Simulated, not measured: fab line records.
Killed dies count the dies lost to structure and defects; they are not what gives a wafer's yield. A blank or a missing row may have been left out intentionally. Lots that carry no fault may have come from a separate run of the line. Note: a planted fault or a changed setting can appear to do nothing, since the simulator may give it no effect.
fab line records    flow berkeley_cmos170
[record] lots = 7  wafers = 21  last_day = 14
route steps=331 shown GATE@138 PLDD@145
lots that met no fault: taken from a fault-free run of the same line
start_h: start of the lot's first displayed wafer, in hours after the record's first day    wait_h: hours from the lot's prior step to this one    " as in the row above    L1.1+2: a single row standing in for several wafers    - no value, or no start was given    * or withheld: withheld    < > ~ a bound
route shown NAME@n: names a module that has steps shown in the file, with the first one's number in the route    usual: mean/standard deviation of fault-free wafers    same: alike in all rows    chamber/n: place in a boat    sites: each site's reading    _std_site: the values' standard deviation    _edge_site: the outer-site mean with the inner-site mean subtracted    radius_mm: for every site, how far away it sits from the centre of the wafer    mask NAME#n: copy n    behind: the last tool/chamber to shape the wafer    hold: why the lot was held/for how many hours/how that ended    device: the transistor (n, p or np) that didn't switch    end of line: the same wafers' tests at the end of the route    a step without rows: its recipe alone    killed: not the wafer's yield, but the dies lost to structure and defects at the first sort    map: a wafer's dies, marking killed ones x, the rest . and places with no die _
set.NAME: setting as actually run; set.NAME@STEP: the setting as run at that earlier step    model.NAME: the simulator's own value behind a step, which no gauge read
lots seen at some steps along the route; tables by step, rows by wafer
services: the hour from which a tool's chamber was out of use, counted from the record's first day as start_h (under 0 if before that day), plus the number of hours and why
[[steps]]
[step UCB170_GATE_CD_MEAS_12]
[recipe] target_cd_nm = 350
[usual] cd_nm = 350.0/1.5
lot.wafer  tool       chamber  start_h  wait_h  cd_nm
L997.1     cd_sem-01  -        200.60   -       353.2
L997.2     "          -        "        "       352.7
L997.5     "          -        "        "       351.5
L999.3     cd_sem-01  -        211.31   -       347.7
L999.4     "          -        "        "       348.8
L999.6     "          -        "        "       348.9
L100.1     cd_sem-02  -        211.55   -       350.2
L100.5     "          -        "        "       350.5
L100.6     "          -        "        "       349.8
L102.2     cd_sem-02  -        212.01   -       350.4
L102.5     "          -        "        "       351.1
L102.6     "          -        "        "       350.2
L109.1     cd_sem-02  -        251.38   -       347.3
L109.4     "          -        "        "       348.3
L109.5     "          -        "        "       347.9
L110.1     cd_sem-01  -        265.40   -       350.3
L110.2     "          -        "        "       349.6
L110.6     "          -        "        "       349.9
L112.2     cd_sem-02  -        284.96   -       351.1
L112.3     "          -        "        "       350.1
L112.6     "          -        "        "       349.4
[step UCB170_GATE_OVL_MEAS_13]
[usual] GATE_OVL = 3/4.7
lot.wafer  tool        chamber  start_h  wait_h  GATE_OVL[nm]
L997.1     overlay-01  -        200.72   0.1     -5
L997.2     "           -        "        "       1
L997.5     "           -        "        "       -2
L999.3     overlay-02  -        211.40   0.1     -4
L999.4     "           -        "        "       -8
L999.6     "           -        "        "       -3
L100.1     overlay-02  -        211.67   0.1     12
L100.5     "           -        "        "       9
L100.6     "           -        "        "       12
L102.2     overlay-01  -        212.11   0.1     3
L102.5     "           -        "        "       8
L102.6     "           -        "        "       6
L109.1     overlay-01  -        251.50   0.1     -2
L109.4     "           -        "        "       7
L109.5     "           -        "        "       3
L110.1     overlay-02  -        265.52   0.1     6
L110.2     "           -        "        "       5
L110.6     "           -        "        "       1
L112.2     overlay-02  -        285.07   0.1     5
L112.3     "           -        "        "       4
L112.6     "           -        "        "       1
[step UCB170_GATE_ETCH_14]
[recipe] chemistry = N2/H2  target_depth_a = withheld  overetch_a = withheld  target = BARC  time_s = withheld  source_w = 500  bias_w = 100  pressure_mtorr = 30  n2_flow_sccm = 100  h2_flow_sccm = 200
[usual] drypump_motor_current_A = 6.0/0.46  oes_product_au = 1.001/0.013  throttle_valve_pct = 13.27/0.19
lot.wafer  tool         chamber  start_h  wait_h  drypump_motor_current_A  oes_product_au  throttle_valve_pct
L997.1     rie_diel-01  0        200.75   0.0     6.8                      0.984           13.40
L997.2     "            3        "        "       6.0                      0.995           13.12
L997.5     "            0        "        "       6.8                      0.967           13.39
L999.3     rie_diel-04  1        211.43   0.0     5.0                      1.020           13.24
L999.4     "            2        "        "       5.7                      0.995           13.13
L999.6     "            1        "        "       5.0                      1.010           13.25
L100.1     rie_diel-01  1        211.70   0.0     5.8                      1.000           13.59
L100.5     "            0        "        "       6.8                      0.985           13.42
L100.6     "            3        "        "       6.0                      0.991           13.12
L102.2     rie_diel-02  0        212.14   0.0     5.5                      0.990           13.11
L102.5     "            1        "        "       5.9                      1.005           13.24
L102.6     "            0        "        "       5.5                      0.991           13.10
L109.1     rie_diel-02  2        251.53   0.0     6.2                      1.003           13.57
L109.4     "            1        "        "       5.9                      1.001           13.23
L109.5     "            2        "        "       6.1                      0.992           13.56
L110.1     rie_diel-04  1        265.56   0.0     5.0                      1.022           13.25
L110.2     "            2        "        "       5.7                      1.002           13.11
L110.6     "            1        "        "       5.0                      1.019           13.25
L112.2     rie_diel-04  2        285.10   0.0     5.7                      1.008           13.09
L112.3     "            1        "        "       5.0                      0.979           13.25
L112.6     "            3        "        "       6.6                      0.995           13.46
[step UCB170_GATE_ETCH_15]
[recipe] chemistry = HBr/Cl2  target = poly-Si  stop_on = SiO2  over_etch_frac = 0.3  icp_w = 300  bias_w = 150  time_s = 56.3  pressure_mtorr = 15  HBr_flow_sccm = 150  Cl2_flow_sccm = 50  target_depth_a = 2782
[usual] drypump_motor_current_A = 5.7/0.33  oes_product_au = 0.839/0.0089  throttle_valve_pct = 26.41/0.19
lot.wafer  tool       chamber  start_h  wait_h  drypump_motor_current_A  oes_product_au  rf_hours_counter_h  throttle_valve_pct
L997.1     rie_si-01  0        200.80   -       6.0                      0.827           2                   26.71
L997.2     "          1        "        "       5.9                      0.825           0                   26.19
L997.5     "          3        "        "       5.9                      0.844           -                   26.58
L999.3     rie_si-02  3        211.47   -       5.6                      0.842           77                  26.25
L999.4     "          1        "        "       5.8                      0.836           1                   26.63
L999.6     "          3        "        "       5.6                      0.834           -                   26.25
L100.1     rie_si-01  1        211.74   -       5.9                      0.848           0                   26.17
L100.5     "          1        "        "       5.8                      0.836           -                   26.19
L100.6     "          0        "        "       6.0                      0.842           -                   26.70
L102.2     rie_si-02  2        212.18   -       5.9                      0.844           6                   26.26
L102.5     "          3        "        "       5.6                      0.842           -                   26.25
L102.6     "          2        "        "       5.9                      0.846           -                   26.28
L109.1     rie_si-01  3        251.58   -       5.9                      0.838           1                   26.59
L109.4     "          2        "        "       4.8                      0.862           0                   26.26
L109.5     "          1        "        "       5.8                      0.839           -                   26.19
L110.1     rie_si-02  0        265.60   -       5.6                      0.832           0                   26.55
L110.2     "          3        "        "       5.6                      0.837           78                  26.26
L110.6     "          1        "        "       5.8                      0.845           -                   26.63
L112.2     rie_si-01  1        285.14   -       5.9                      0.825           1                   26.17
L112.3     "          3        "        "       5.9                      0.847           1                   26.58
L112.6     "          2        "        "       4.8                      0.852           -                   26.26
[step UCB170_GATE_STRIP_16]
[recipe] chemistry = O2  power_w = 400  pressure_mtorr = 3500  platen_temp_c = withheld  o2_flow_sccm = 400  overash_fraction = 0.5
[usual] drypump_motor_current_A = 6.15/0.27  oes_product_au = 0.724/0.0048
lot.wafer  tool             chamber  start_h  wait_h  drypump_motor_current_A  oes_product_au  rf_hours_counter_h
L997.1     plasma_asher-03  1        200.84   0.0     5.88                     0.724           8
L997.2     "                0        "        "       6.52                     0.717           8
L997.5     "                1        "        "       5.89                     0.725           -
L999.3     plasma_asher-03  0        211.55   0.1     6.58                     0.727           -
L999.4     "                1        "        "       5.88                     0.728           -
L999.6     "                0        "        "       6.55                     0.711           -
L100.1     plasma_asher-01  1        211.79   0.0     6.25                     0.727           43
L100.5     "                1        "        "       6.22                     0.724           -
L100.6     "                0        "        "       6.28                     0.723           -
L102.2     plasma_asher-01  1        212.23   0.0     6.25                     0.716           43
L102.5     "                1        "        "       6.23                     0.729           -
L102.6     "                0        "        "       6.27                     0.724           -
L109.1     plasma_asher-02  1        251.62   0.0     5.69                     0.721           47
L109.4     "                0        "        "       6.23                     0.729           -
L109.5     "                1        "        "       5.70                     0.729           -
L110.1     plasma_asher-02  0        265.65   0.0     6.23                     0.729           48
L110.2     "                1        "        "       5.70                     0.720           48
L110.6     "                1        "        "       5.69                     0.721           -
L112.2     plasma_asher-01  1        285.19   0.0     6.25                     0.734           51
L112.3     "                1        "        "       6.24                     0.713           -
L112.6     "                0        "        "       6.30                     0.734           -
[step UCB170_GATE_CD_MEAS_90]
[recipe] target_cd_nm = 350
[usual] cd_nm = 350.1/1.5
lot.wafer  tool       chamber  start_h  wait_h  cd_nm
L997.1     cd_sem-01  -        201.44   0.6     353.4
L997.2     "          -        "        "       351.7
L997.5     "          -        "        "       351.4
L999.3     cd_sem-01  -        211.66   0.1     347.8
L999.4     "          -        "        "       348.8
L999.6     "          -        "        "       348.4
L100.1     cd_sem-01  -        211.89   0.1     350.2
L100.5     "          -        "        "       350.8
L100.6     "          -        "        "       349.9
L102.2     cd_sem-01  -        212.52   0.3     349.5
L102.5     "          -        "        "       350.8
L102.6     "          -        "        "       349.8
L109.1     cd_sem-01  -        251.72   0.1     347.3
L109.4     "          -        "        "       348.7
L109.5     "          -        "        "       348.0
L110.1     cd_sem-01  -        265.75   0.1     350.3
L110.2     "          -        "        "       350.0
L110.6     "          -        "        "       349.7
L112.2     cd_sem-02  -        285.44   0.2     351.7
L112.3     "          -        "        "       350.7
L112.6     "          -        "        "       349.3
[step UCB170_GATE_CLEAN_17]
[recipe] chemistry = SPM  temp_c = 120  time_s = 600
[step UCB170_PLDD_HMDS_00]
[recipe] prime_time_s = 60  prime_temp_c = 100
[step UCB170_PLDD_COAT_01]
[recipe] resist = KrF  spin_rpm = 1500  resist_thk_nm = 900
[step UCB170_PLDD_SOFTBAKE_02]
[recipe] resist = KrF  temp_c = 130  time_s = 60
[step UCB170_PLDD_EXPOSE_03]
[recipe] mask_id = PSELECT  na = 0.5  sigma_outer = 0.6  source_shape = conventional  target_cd_nm = 1200  dose_mj = 30
[step UCB170_PLDD_PEB_04]
[recipe] peb_temp_c = 130  peb_time_s = withheld  resist = KrF
[step UCB170_PLDD_DEVELOP_05]
[recipe] developer = TMAH  develop_time_s = 45  resist = KrF  dev_temp_c = 21
[usual] chill_plate_temp_C = 23.02/0.11  develop_time_s = 45/0
lot.wafer  tool            chamber  start_h  wait_h  chill_plate_temp_C  develop_time_s  model.KrF_of_PLDD_COAT_01.thk_nm
L997.1     litho_track-04  -        202      -       -                   -               902.7
L997.2     "               -        "        "       -                   -               901.3
L997.5     "               -        "        "       -                   -               899.4
L999.3     litho_track-04  -        213      -       -                   -               897.6
L999.4     "               -        "        "       -                   -               899.8
L999.6     "               -        "        "       -                   -               899.4
L100.1     litho_track-03  -        213      -       -                   -               900.3
L100.5     "               -        "        "       -                   -               903.5
L100.6     "               -        "        "       -                   -               901.1
L102.2     litho_track-03  0        213      -       23.01               45              886.9
L102.5     "               0        "        "       23.14               45              884.5
L102.6     "               0        "        "       22.89               45              885.2
L109.1     litho_track-03  0        252      -       23.10               45              886.1
L109.4     "               0        "        "       23.04               45              886.7
L109.5     "               0        "        "       22.90               45              884.7
L110.1     litho_track-01  0        268      -       23.01               45              882.8
L110.2     "               0        "        "       23.01               45              881.3
L110.6     "               0        "        "       23.07               45              880.8
L112.2     litho_track-01  0        288      -       22.98               45              887
L112.3     "               0        "        "       23.09               45              882.7
L112.6     "               0        "        "       22.88               45              882.5
[step UCB170_PLDD_CD_MEAS_06]
[recipe] target_cd_nm = 1200
[usual] cd_nm = 1200.2/1.5
lot.wafer  tool       chamber  start_h  wait_h  cd_nm
L997.1     cd_sem-01  -        203.11   -       -
L997.2     "          -        "        "       -
L997.5     "          -        "        "       -
L999.3     cd_sem-02  -        213.44   -       -
L999.4     "          -        "        "       -
L999.6     "          -        "        "       -
L100.1     cd_sem-02  -        213.64   -       -
L100.5     "          -        "        "       -
L100.6     "          -        "        "       -
L102.2     cd_sem-01  -        213.88   -       1203.2
L102.5     "          -        "        "       1202.5
L102.6     "          -        "        "       1203.4
L109.1     cd_sem-01  -        252.99   -       1199.2
L109.4     "          -        "        "       1198.7
L109.5     "          -        "        "       1199.2
L110.1     cd_sem-02  -        268.23   -       1200.2
L110.2     "          -        "        "       1200.8
L110.6     "          -        "        "       1199.2
L112.2     cd_sem-02  -        288.38   -       1200.1
L112.3     "          -        "        "       1199.6
L112.6     "          -        "        "       1199.7
[[services]]
tool         chamber  start_h  hours  kind
rie_si-01    2        203.82   -      clean
rie_si-01    2        203.82   12.7   scheduled_down
rie_si-01    2        203.82   12.7   vent_cycle
rie_diel-01  3        227.52   4.8    repair
rie_diel-04  1        233.77   4.9    repair
rie_si-02    0        240.69   -      clean
rie_si-02    0        240.69   16.2   scheduled_down
rie_si-02    0        240.69   16.2   vent_cycle
rie_diel-02  0        254.06   7.2    repair
rie_diel-02  0        261.27   -      clean
rie_diel-02  0        261.27   16.4   scheduled_down
rie_diel-02  0        261.27   16.4   vent_cycle
rie_diel-04  1        265.73   -      clean
rie_diel-04  1        265.73   13.3   scheduled_down
rie_diel-04  1        265.73   13.3   vent_cycle
rie_diel-01  1        266.59   7.8    repair
rie_diel-01  0        280.56   3.5    repair
[[key]]
[first_sign] step = UCB170_PLDD_DEVELOP_05  reading = tool_record  direction = missing
effect none on later readings
[model_effect] step = UCB170_PLDD_DEVELOP_05  value = KrF_of_PLDD_COAT_01.thk_nm  without = 886.4  struck = 900.6
met_at UCB170_PLDD_DEVELOP_05
struck_wafers L997.1,L997.2,L997.5,L999.3,L999.4,L999.6,L100.1,L100.5,L100.6
sort_left_out L997.1,L997.2,L997.5,L999.3,L999.4,L999.6,L100.1,L100.5,L100.6
tester_left_out L997,L999,L100
[fault] kind = skipped_step_whole  tool = litho_track-03,litho_track-04  chamber = -  onset_h = 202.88  steps = UCB170_PLDD_DEVELOP_05  scope = struck_lots_only
// tester_left_out: of these lots the tester's yield and bins aren't shown, on N5 and GAA mostly nor the transistor test; their killed dies are dies lost to structure and defects alone, not to doping, threshold or leakage, so they don't give the yield
// sort_left_out: the simulated sort isn't trusted on such a fault, so these wafers' sort isn't shown, and their yield isn't known
